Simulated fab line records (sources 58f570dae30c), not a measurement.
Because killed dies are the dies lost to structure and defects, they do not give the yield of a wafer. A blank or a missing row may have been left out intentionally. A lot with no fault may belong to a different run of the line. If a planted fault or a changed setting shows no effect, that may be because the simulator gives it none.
Comparing a struck lot with a sound one	flow berkeley_cmos170	14 out of 331 route steps
Sound: wafers L524.2, L524.3, L524.6. Wafers L517.1, L517.2, L517.5 were the ones struck. At the end, the cause is stated.
Per side, at each step with rows, come the tool, then ch with its chambers, and then its first start. Under that, the readings that differ: sound wafers	struck wafers	difference of the means	sigmas: that difference in standard deviations of wafers without a fault.
alike: same words and numbers on both sides, and readings whose means sit less than 2 such deviations apart. not compared: any withheld reading, any reading some wafer has no value for, any bound like >300 that may hide the same value, and any number with overlapping values for which the record gives no deviation.
Wherever a step has rows on one side only, a row that says differs or no value, or a row with sigmas, the two part there. Numbers that don't overlap but have no deviation are shown without sigmas and don't part them. Lack of a reading on every wafer of one side parts them only where that side has two or more wafers.

first, 1 step without rows for these wafers: UCB170_FIELD_WET_ETCH_06 (etches SiO2 in BOE, time 22 s).
UCB170_FIELD_THK_MEAS_90:
  sound on film_metro-02, day 8 04:52; struck on film_metro-04, day 7 02:13
  alike: FIELD_OXIDE_LEFT_1_THK
then, 2 steps without rows for these wafers: UCB170_SACOX_CLEAN_00 (cleans in dHF, time 7.5 s); UCB170_SACOX_OXIDATION_01 (target thk 14.4 nm, ox time 2400 s).
UCB170_SACOX_THK_MEAS_02:
  sound on film_metro-04, day 8 09:22; struck on film_metro-03, day 7 05:59
  alike: SACOX_OXIDE_THK
then, 2 steps without rows for these wafers: UCB170_SCREENOX_WET_ETCH_00 (etches SiO2 in dHF, time 200 s); UCB170_SCREENOX_OXIDATION_01 (target thk 14.4 nm, ox time 2400 s).
UCB170_SCREENOX_THK_MEAS_02:
  sound on film_metro-02, day 8 13:47; struck on film_metro-03, day 7 09:51
  alike: SCREENOX_OXIDE_THK
then, 4 steps without rows for these wafers: UCB170_SCREENOX_ANNEAL_03 (time 900 s); UCB170_NVT_HMDS_00 (prime time 60 s); UCB170_NVT_COAT_01 (resist thk 900 nm); UCB170_NVT_SOFTBAKE_02 (time 60 s).
UCB170_NVT_EXPOSE_03: exposes mask PWELL, target cd 3000 nm.
  sound on krf_scanner-01 ch 0, day 8 18:43; struck on krf_scanner-01, day 7 15:00
  no value came back on the struck wafers for exposure_dose_mJ_cm2, focus_offset_nm (nm); on the sound wafers exposure_dose_mJ_cm2 reads 29.990 30.032 29.978
  alike: mask
next, for these wafers, 1 step has no rows: UCB170_NVT_PEB_04.

WHERE THEY PART
At UCB170_NVT_EXPOSE_03 and nowhere else, as far as this record goes.

WHY: what had been put in by the simulator
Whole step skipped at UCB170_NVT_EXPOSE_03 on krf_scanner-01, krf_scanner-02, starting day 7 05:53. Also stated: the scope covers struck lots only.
